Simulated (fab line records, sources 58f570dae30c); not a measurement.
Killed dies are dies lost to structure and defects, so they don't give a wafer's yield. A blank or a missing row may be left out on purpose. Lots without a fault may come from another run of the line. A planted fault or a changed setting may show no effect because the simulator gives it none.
Which tool did it? | flow berkeley_cmos170 | 6 lots, 18 wafers sampled, at 3 steps of a route of 331

WHAT THE GAUGES READ, wafer by wafer
UCB170_V2_THK_MEAS_01.
lot  | measured     | on            | V2_TEOS_THK (nm)
L514 | day 8 10:35  | film_metro-01 | 1930 1990 2020
L521 | day 10 03:23 | film_metro-01 | 3338 1973 3401
L524 | day 10 11:42 | film_metro-01 | 1973 2012 2058
L528 | day 11 12:12 | film_metro-02 | 2004 2059 1973
L530 | day 11 21:06 | film_metro-01 | 1970 1951 1994
L533 | day 12 03:44 | film_metro-04 | 1958 1998 2020

WHICH TOOL RAN EACH LOT (tool, then ch and the chambers of the sampled wafers, then the start)
lot  | UCB170_M2_ETCH_17                  | UCB170_V2_CVD_00
L514 | rie_diel-01 ch 1,2,3, day 8 09:59  | pecvd-02 ch 0,2, day 8 10:26
L521 | rie_diel-01 ch 2,3, day 10 02:46   | pecvd-03 ch 1,2, day 10 03:13
L524 | rie_diel-02 ch 1,2, day 10 10:47   | pecvd-02 ch 0,1,2, day 10 11:32
L528 | rie_diel-02 ch 0,1,3, day 11 11:34 | pecvd-04 ch 0,2, day 11 12:01
L530 | rie_diel-02 ch 1,2,3, day 11 20:29 | pecvd-02 ch 0,1, day 11 20:56
L533 | rie_diel-02 ch 0,2,3, day 12 03:07 | pecvd-04 ch 1,2, day 12 03:34
- UCB170_M2_ETCH_17: etches BARC in N2/H2.
- UCB170_V2_CVD_00: deposits SiO2 from TEOS/O2, target thk 2000 nm, time 250 s.

THE ANSWER, worked out from the rows above alone
Rule: what is usual is taken from the lots themselves. Put in order of their means at a reading, lots are off if they are a third of the lots or fewer, leave a main group of 4 or more, and stand apart from it by a gap of 3 or more times the standard deviation of the main group's means; of several such gaps the widest counts. A main group whose means are all the same, to the digits that the tables above print for the reading, isn't used. A lot without any number at a reading at which 4 lots or more have one is off too. The other lots that the step has rows for count as sound.
Off: L521, at UCB170_V2_THK_MEAS_01 (V2_TEOS_THK). The main group: mean 1994 nm, standard deviation 17.
A tool fits if, at a process step before that reading, it ran every lot that is off, and no sound lot after the first of them. The gauges at UCB170_V2_THK_MEAS_01 are tried like those tools. Can't be told from this: 2 tools fit, rie_diel-01 at UCB170_M2_ETCH_17, pecvd-03 at UCB170_V2_CVD_00.

WHAT THE SIMULATOR HAD PUT IN
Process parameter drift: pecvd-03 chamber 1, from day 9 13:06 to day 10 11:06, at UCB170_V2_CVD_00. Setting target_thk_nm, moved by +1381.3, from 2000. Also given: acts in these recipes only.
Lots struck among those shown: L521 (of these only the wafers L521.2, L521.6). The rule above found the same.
